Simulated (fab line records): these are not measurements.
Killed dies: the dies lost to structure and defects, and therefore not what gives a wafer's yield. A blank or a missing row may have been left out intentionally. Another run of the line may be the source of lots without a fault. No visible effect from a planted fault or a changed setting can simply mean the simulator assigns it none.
fab line records | flow ritCmos
record lots=15 | wafers=45 | lastDay=7
route steps=202 shown ACTIVE@15 M1@202
lots with no fault: from the same line, run without faults
startH: hours from the record's opening day to when the first of the lot's shown wafers began | waitH: time in hours since the lot's previous step | " repeats the value in the row above | L1.1+2: a row that stands for several wafers | - no value, or no start given | * or withheld: withheld | < > ~ a bound
route shown NAME@n: a module of which the file shows steps, and the number in the route of the first | usual: mean and standard deviation over wafers with no fault | same: alike in all rows | chamber/n: place in a boat | sites: each site's reading | _std_site: the values' standard deviation | _edge_site: outer sites' mean less inner sites' | radiusMm: how far each site lies from the wafer's centre | mask NAME#n: copy n | behind: tool/chamber where the wafer was last shaped | hold: reason for holding the lot/hours on hold/outcome of the hold | device: the transistor (n, p or np) that didn't switch | end of line: the tests these same wafers got at the end of their route | for a step that has no rows: nothing shown but its recipe | killed: the dies lost at the first sort to structure and to defects; this is not the yield of the wafer | map: a wafer's dies, marking killed ones x, the rest . and places with no die _
set.NAME: the setting the step ran with; set.NAME@STEP: the setting that earlier step ran with | model.NAME: the simulator's own value behind a step, which no gauge read
a sample of lots followed through the steps of the route, with each step as a table and each wafer as a row
services: the hour from which a tool's chamber was out of use, counted from the record's first day as startH (under 0 if before that day), plus the number of hours and why
## steps
# step RIT_ACTIVE_STRIP_14
# recipe chemistry=O2 | timeS=180 | resist=NOVOLAK | platenTempC=withheld | powerW=500 | pressureMtorr=4000 | o2FlowSccm=4000
# usual chamberPressureMTorr=4000/3.9 | drypumpMotorCurrentA=5.4/0.36
lot.wafer | tool           | chamber | startH | waitH | chamberPressureMTorr | drypumpMotorCurrentA | rfHoursCounterH
L587.3    | plasmaAsher-02 | 1       | 15.08  | 0.1   | 4002                 | 5.5                  | -
L587.4    | "              | 0       | "      | "     | 4000                 | 5.4                  | -
L587.5    | "              | 0       | "      | "     | 3999                 | 5.4                  | -
L588.2    | plasmaAsher-02 | 0       | 19.84  | 0.1   | 3998                 | 5.4                  | 38
L588.3    | "              | 0       | "      | "     | 3992                 | 5.4                  | -
L588.4    | "              | 1       | "      | "     | 4006                 | 5.5                  | -
L589.2    | plasmaAsher-01 | 0       | 24.84  | 0.1   | 3996                 | 5.7                  | 23
L589.3    | "              | 1       | "      | "     | 4010                 | 4.9                  | -
L589.4    | "              | 0       | "      | "     | 3999                 | 5.7                  | -
L593.1    | plasmaAsher-01 | 0       | 44.97  | 0.1   | 4000                 | 5.7                  | 25
L593.3    | "              | 0       | "      | "     | 3998                 | 5.7                  | -
L593.6    | "              | 0       | "      | "     | 4000                 | 5.7                  | -
L594.3    | plasmaAsher-01 | 0       | 50.03  | 0.1   | 4005                 | 5.7                  | -
L594.4    | "              | 1       | "      | "     | 3997                 | 4.9                  | -
L594.6    | "              | 0       | "      | "     | 3992                 | 5.7                  | -
L595.3    | plasmaAsher-03 | 0       | 54.97  | 0.1   | 3996                 | 4.9                  | -
L595.4    | "              | 1       | "      | "     | 4003                 | 5.9                  | -
L595.6    | "              | 1       | "      | "     | 4001                 | 5.9                  | -
L596.3    | plasmaAsher-01 | 0       | 59.90  | 0.1   | 3995                 | 5.8                  | -
L596.4    | "              | 1       | "      | "     | 3995                 | 4.9                  | -
L596.5    | "              | 1       | "      | "     | 3998                 | 4.9                  | -
L597.2    | plasmaAsher-01 | 1       | 64.84  | 0.1   | 3997                 | 4.9                  | 27
L597.4    | "              | 0       | "      | "     | 4000                 | 5.7                  | -
L597.5    | "              | 0       | "      | "     | 4001                 | 5.8                  | -
L598.1    | plasmaAsher-02 | 1       | 69.98  | 0.1   | 3998                 | 5.5                  | 43
L598.3    | "              | 0       | "      | "     | 4001                 | 5.4                  | -
L598.4    | "              | 1       | "      | "     | 3999                 | 5.5                  | -
L602.1    | plasmaAsher-02 | 1       | 90.77  | 0.1   | 4004                 | 5.5                  | 45
L602.3    | "              | 0       | "      | "     | 4001                 | 5.4                  | -
L602.4    | "              | 1       | "      | "     | 3995                 | 5.5                  | -
L603.4    | plasmaAsher-02 | 0       | 95.73  | 0.1   | 5996                 | 5.4                  | -
L603.5    | "              | 1       | "      | "     | 6001                 | 5.5                  | -
L603.6    | "              | 0       | "      | "     | 6002                 | 5.4                  | -
L604.1    | plasmaAsher-02 | 1       | 100.85 | 0.1   | 6008                 | 5.5                  | 46
L604.2    | "              | 0       | "      | "     | 6004                 | 5.4                  | 46
L604.5    | "              | 0       | "      | "     | 5995                 | 5.4                  | -
L606.3    | plasmaAsher-03 | 1       | 109.90 | 0.1   | 3996                 | 5.9                  | -
L606.4    | "              | 0       | "      | "     | 4004                 | 4.9                  | -
L606.5    | "              | 1       | "      | "     | 4007                 | 5.9                  | -
L608.3    | plasmaAsher-02 | 0       | 120.03 | 0.1   | 5995                 | 5.4                  | -
L608.5    | "              | 0       | "      | "     | 5996                 | 5.4                  | -
L608.6    | "              | 1       | "      | "     | 5997                 | 5.6                  | -
L610.2    | plasmaAsher-03 | 1       | 129.97 | 0.1   | 4004                 | 5.9                  | 47
L610.3    | "              | 1       | "      | "     | 4003                 | 5.9                  | -
L610.5    | "              | 1       | "      | "     | 4000                 | 5.9                  | -
# step RIT_M1_PROBE_99
# usual killed_at_M0_to_M3=0.0/0.14 | killedAtFrontEnd=7/3 | killedDies=7/3 | killedOpen=3.5/2 | killedShort=3.6/2.1
# same grossDies=264 | killed_at_M4_up=0 | killedAtBackSide=0 | killedAtContacts=0 | killedAtOther=0
lot.wafer | tool      | chamber | startH | waitH | killed_at_M0_to_M3 | killedAtFrontEnd | killedDies | killedOpen | killedShort
L587.3    | prober-01 | -       | 58.71  | 0.2   | 0                  | 5                | 5          | 4          | 1
L587.4    | prober-01 | -       | 58.76  | 0.2   | 0                  | 5                | 5          | 4          | 1
L587.5    | prober-01 | -       | 58.81  | 0.2   | 0                  | 2                | 2          | 1          | 1
L589.2    | prober-01 | -       | 68.52  | 0.1   | 0                  | 11               | 11         | 5          | 6
L589.3    | prober-01 | -       | 68.57  | 0.2   | 0                  | 9                | 9          | 4          | 5
L589.4    | prober-01 | -       | 68.62  | 0.2   | 0                  | 8                | 8          | 7          | 1
L593.1    | prober-01 | -       | 86.29  | 0.1   | 0                  | 5                | 5          | 0          | 5
L593.3    | prober-01 | -       | 86.39  | 0.2   | 0                  | 5                | 5          | 2          | 3
L593.6    | prober-01 | -       | 86.54  | 0.2   | 0                  | 9                | 9          | 5          | 4
L596.3    | prober-02 | -       | 104.23 | 0.2   | 0                  | 2                | 2          | 1          | 1
L596.4    | prober-02 | -       | 104.28 | 0.2   | 0                  | 12               | 12         | 6          | 6
L596.5    | prober-02 | -       | 104.33 | 0.2   | 0                  | 5                | 5          | 3          | 2
L602.1    | prober-02 | -       | 136.95 | 0.1   | 0                  | 8                | 8          | 4          | 4
L602.3    | prober-02 | -       | 137.05 | 0.2   | 0                  | 11               | 11         | 6          | 5
L602.4    | prober-02 | -       | 137.10 | 0.2   | 0                  | 7                | 7          | 0          | 7
L604.1    | prober-02 | -       | 141.73 | 0.1   | 0                  | 10               | 10         | 5          | 5
L604.2    | prober-02 | -       | 141.78 | 0.1   | 0                  | 6                | 6          | 3          | 3
L604.5    | prober-02 | -       | 141.93 | 0.2   | 0                  | 3                | 3          | 2          | 1
L606.3    | prober-01 | -       | 153.25 | 0.2   | 0                  | 3                | 3          | 2          | 1
L606.4    | prober-01 | -       | 153.30 | 0.2   | 0                  | 7                | 7          | 1          | 6
L606.5    | prober-01 | -       | 153.35 | 0.2   | 1                  | 5                | 6          | 2          | 4
# killed by level:class
L587.3 GATE:geometricParticle:open=3 GATE:geometricParticle:short=1 SPACER:geometricParticle:open=1
L587.4 FOX1:geometricParticle:open=3 FOX1:geometricParticle:short=1 GATE:geometricParticle:open=1
L587.5 FOX2:geometricParticle:short=1 FOX2:geometricParticle:open=1
L589.2 GATE:geometricParticle:short=4 FOX1:geometricParticle:short=2 GATE:geometricParticle:open=2 FOX1:geometricParticle:open=1 REOX:geometricParticle:open=1 SILICIDE:geometricParticle:open=1
L589.3 GATE:geometricParticle:open=3 FOX2:geometricParticle:short=2 GATE:geometricParticle:short=2 FOX1:geometricParticle:short=1 REOX:geometricParticle:open=1
L589.4 GATE:geometricParticle:open=4 FOX1:geometricParticle:open=1 SPACER:geometricParticle:open=1 GATE:geometricParticle:short=1 REOX:geometricParticle:open=1
L593.1 SILICIDE:geometricParticle:short=3 REOX:geometricParticle:short=2
L593.3 FOX1:geometricParticle:short=2 GATE:geometricParticle:open=1 REOX:geometricParticle:open=1 SILICIDE:geometricParticle:short=1
L593.6 SPACER:geometricParticle:open=3 FOX1:geometricParticle:short=1 GATE:geometricParticle:short=1 GATE:geometricParticle:open=1 REOX:geometricParticle:open=1 REOX:geometricParticle:short=1 SILICIDE:geometricParticle:short=1
L596.3 GATE:geometricParticle:short=1 GATE:geometricParticle:open=1
L596.4 GATE:geometricParticle:short=3 REOX:geometricParticle:short=3 GATE:geometricParticle:open=2 SILICIDE:geometricParticle:open=2 FOX2:geometricParticle:open=1 SPACER:geometricParticle:open=1
L596.5 SPACER:geometricParticle:open=2 SILICIDE:geometricParticle:short=2 GATE:geometricParticle:open=1
L602.1 GATE:geometricParticle:short=2 SPACER:geometricParticle:short=2 FOX1:geometricParticle:open=1 GATE:geometricParticle:open=1 REOX:geometricParticle:open=1 SPACER:geometricParticle:open=1
L602.3 FOX1:geometricParticle:short=2 REOX:geometricParticle:open=2 SPACER:geometricParticle:open=2 FOX1:geometricParticle:open=1 FOX2:geometricParticle:short=1 GATE:geometricParticle:open=1 REOX:geometricParticle:short=1 SPACER:geometricParticle:short=1
L602.4 GATE:geometricParticle:short=3 FOX1:geometricParticle:short=2 SPACER:geometricParticle:short=1 SILICIDE:geometricParticle:short=1
L604.1 SPACER:geometricParticle:open=3 FOX1:geometricParticle:short=2 GATE:geometricParticle:open=2 GATE:geometricParticle:short=1 REOX:geometricParticle:short=1 SPACER:geometricParticle:short=1
L604.2 GATE:geometricParticle:short=2 FOX1:geometricParticle:short=1 FOX2:geometricParticle:open=1 GATE:geometricParticle:open=1 SILICIDE:geometricParticle:open=1
L604.5 FOX1:geometricParticle:open=1 GATE:geometricParticle:open=1 SPACER:geometricParticle:short=1
L606.3 GATE:geometricParticle:short=1 REOX:geometricParticle:open=1 SILICIDE:geometricParticle:open=1
L606.4 REOX:geometricParticle:short=2 SILICIDE:geometricParticle:short=2 FOX2:geometricParticle:short=1 FOX2:geometricParticle:open=1 SPACER:geometricParticle:short=1
L606.5 GATE:geometricParticle:short=3 FOX1:geometricParticle:open=1 GATE:geometricParticle:open=1 M1:geometricParticle:short=1
## services
tool           | chamber | startH | hours | kind
plasmaAsher-01 | -       | 14.71  | 0.3   | repair
plasmaAsher-01 | -       | 98.37  | 0.4   | repair
plasmaAsher-01 | -       | 103.03 | 2.8   | pm
plasmaAsher-02 | -       | 108.75 | 9.0   | pm
plasmaAsher-02 | 0       | 108.75 | 9.0   | ventCycle
plasmaAsher-02 | 1       | 108.75 | 9.0   | ventCycle
plasmaAsher-02 | 0       | 117.75 | -     | clean
plasmaAsher-02 | 1       | 117.75 | -     | clean
## key
firstSign step=RIT_ACTIVE_STRIP_14 | reading=chamberPressureMTorr | direction=up | sigmas=99+ | usual=4000 | struck=5999
effect none on later readings
metAt RIT_ACTIVE_STRIP_14
struckLots L603,L604,L608
testerLeftOut L603,L604,L608
onsetBetween 90.77 95.73
fault kind=processParameterDrift | tool=plasmaAsher-02 | chamber=- | onsetH=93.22 | steps=RIT_ACTIVE_STRIP_14 | channel=pressureMtorr | offset=2000 | shape=step | endH=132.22 | actsIn=theseRecipesOnly | stated=4000
# testerLeftOut: of these lots the tester's yield and bins aren't shown, on N5 and GAA mostly nor the transistor test; their killed dies are dies lost to structure and defects alone, not to doping, threshold or leakage, so they don't give the yield
